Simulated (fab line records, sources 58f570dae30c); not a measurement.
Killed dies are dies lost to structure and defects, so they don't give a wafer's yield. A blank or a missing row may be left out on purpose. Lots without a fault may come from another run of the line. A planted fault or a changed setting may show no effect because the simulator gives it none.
Which tool did it? | flow berkeley_cmos170 | 14 lots, 42 wafers sampled, at 3 steps of a route of 331

WHAT THE GAUGES READ, wafer by wafer
UCB170_SDANNEAL_RS_MEAS_03: measures by four-point-probe. Usual: NSD_RS 37.26 ohm/sq, standard deviation 0.09.
lot  | measured     | on            | NSD_RS (ohm/sq)   | flag
L435 | day 6 19:09  | film_metro-01 | 37.20 37.23 37.17 |
L436 | day 7 07:11  | film_metro-04 | 37.30 37.17 37.13 |
L437 | day 7 20:09  | film_metro-01 | 37.15 37.19 37.12 |
L441 | day 8 07:28  | film_metro-04 | 37.37 37.24 37.41 |
L445 | day 8 21:59  | film_metro-01 | 37.26 37.24 37.32 |
L443 | day 8 23:18  | film_metro-01 | 37.23 37.13 37.19 |
L446 | day 9 14:42  | film_metro-04 | 37.28 37.34 37.18 |
L448 | day 10 01:19 | film_metro-01 | 37.21 37.18 37.17 |
L447 | day 10 01:38 | film_metro-04 | 37.35 37.44 37.39 |
L450 | day 10 02:07 | film_metro-01 | 37.33 37.37 37.33 |
L452 | day 10 09:45 | film_metro-01 | 37.17 37.24 37.21 |
L449 | day 10 11:20 | film_metro-01 | 37.24 37.26 37.13 |
L456 | day 11 02:56 | film_metro-01 | 37.38 37.38 37.38 |
L457 | day 11 03:19 | film_metro-04 | 37.33 37.38 37.30 |

UCB170_CONTACT_CD_MEAS_15: target cd 700 nm. Usual: cd_nm 700.0 nm, standard deviation 1.4.
lot  | measured     | on        | cd_nm (nm)        | flag
L435 | day 7 01:12  | cd_sem-01 | 699.9 699.7 701.0 |
L436 | day 7 11:36  | cd_sem-01 | 699.7 699.7 701.2 |
L437 | day 8 00:41  | cd_sem-01 | 699.7 699.0 700.4 |
L441 | day 8 13:35  | cd_sem-01 | 702.0 701.7 702.1 |
L445 | day 9 04:05  | cd_sem-01 | 700.6 701.1 701.0 |
L443 | day 9 05:59  | cd_sem-01 | 699.8 700.0 700.6 |
L446 | day 9 22:08  | cd_sem-02 | 700.4 700.3 699.4 |
L448 | day 10 09:32 | cd_sem-02 | 701.3 703.2 700.1 |
L447 | day 10 08:58 | cd_sem-02 | 698.9 698.7 698.1 |
L450 | day 10 09:41 | cd_sem-01 | 698.1 697.1 698.9 |
L452 | day 10 16:15 | cd_sem-02 | 700.6 699.5 698.5 |
L449 | day 10 16:47 | cd_sem-01 | 700.1 699.4 700.2 |
L456 | day 11 09:29 | cd_sem-01 | 701.6 699.9 700.8 |
L457 | day 11 10:29 | cd_sem-01 | 698.2 698.6 698.7 |

UCB170_CONTACT_OVL_MEAS_16. Usual: CONTACT_OVL -5 nm, standard deviation 5.
lot  | measured     | on         | CONTACT_OVL (nm) | flag
L435 | day 7 01:19  | overlay-02 | -5 -1 1          |
L436 | day 7 11:43  | overlay-02 | -2 -4 -7         |
L437 | day 8 00:49  | overlay-02 | -9 -4 -4         |
L441 | day 8 13:41  | overlay-02 | -9 -15 -9        |
L445 | day 9 04:13  | overlay-01 | -10 -7 -1        |
L443 | day 9 06:07  | overlay-02 | -12 -13 -14      |
L446 | day 9 22:14  | overlay-02 | -10 -2 1         |
L448 | day 10 09:37 | overlay-02 | -1 -8 -4         |
L447 | day 10 09:04 | overlay-01 | -8 -2 -1         |
L450 | day 10 09:47 | overlay-01 | 4 -3 -4          |
L452 | day 10 16:22 | overlay-02 | -6 -4 -8         |
L449 | day 10 16:54 | overlay-02 | -5 -11 -9        |
L456 | day 11 09:35 | overlay-01 | -4 -4 -4         |
L457 | day 11 10:36 | overlay-01 | -1 -8 -10        |

WHICH TOOL RAN EACH LOT (tool, then ch and the chambers of the sampled wafers, then the start)
The record holds no process step before these readings.

WHAT THE TOOLS THEMSELVES READ (means of the sampled wafers that have a number; where no wafer has one, the mark that the record gives instead)
The record holds no such reading with a usual standard deviation.

THE ANSWER, worked out from the rows above alone
Rule: a lot is off if the mean of its wafers that have a number lies more than 3 standard deviations from the usual mean. A lot without any number at a reading at which 4 lots or more have one is off too. The other lots that the step has rows for count as sound. The gauges are gone through in route order, then the tools' own readings, and for those a lot's mean is taken as printed above. The first step at which some lot is off is used, and at that step the reading that is off furthest; a lot without a number counts as furthest.
No lot is off at any reading shown: from this, nothing can be told.

WHAT THE SIMULATOR HAD PUT IN
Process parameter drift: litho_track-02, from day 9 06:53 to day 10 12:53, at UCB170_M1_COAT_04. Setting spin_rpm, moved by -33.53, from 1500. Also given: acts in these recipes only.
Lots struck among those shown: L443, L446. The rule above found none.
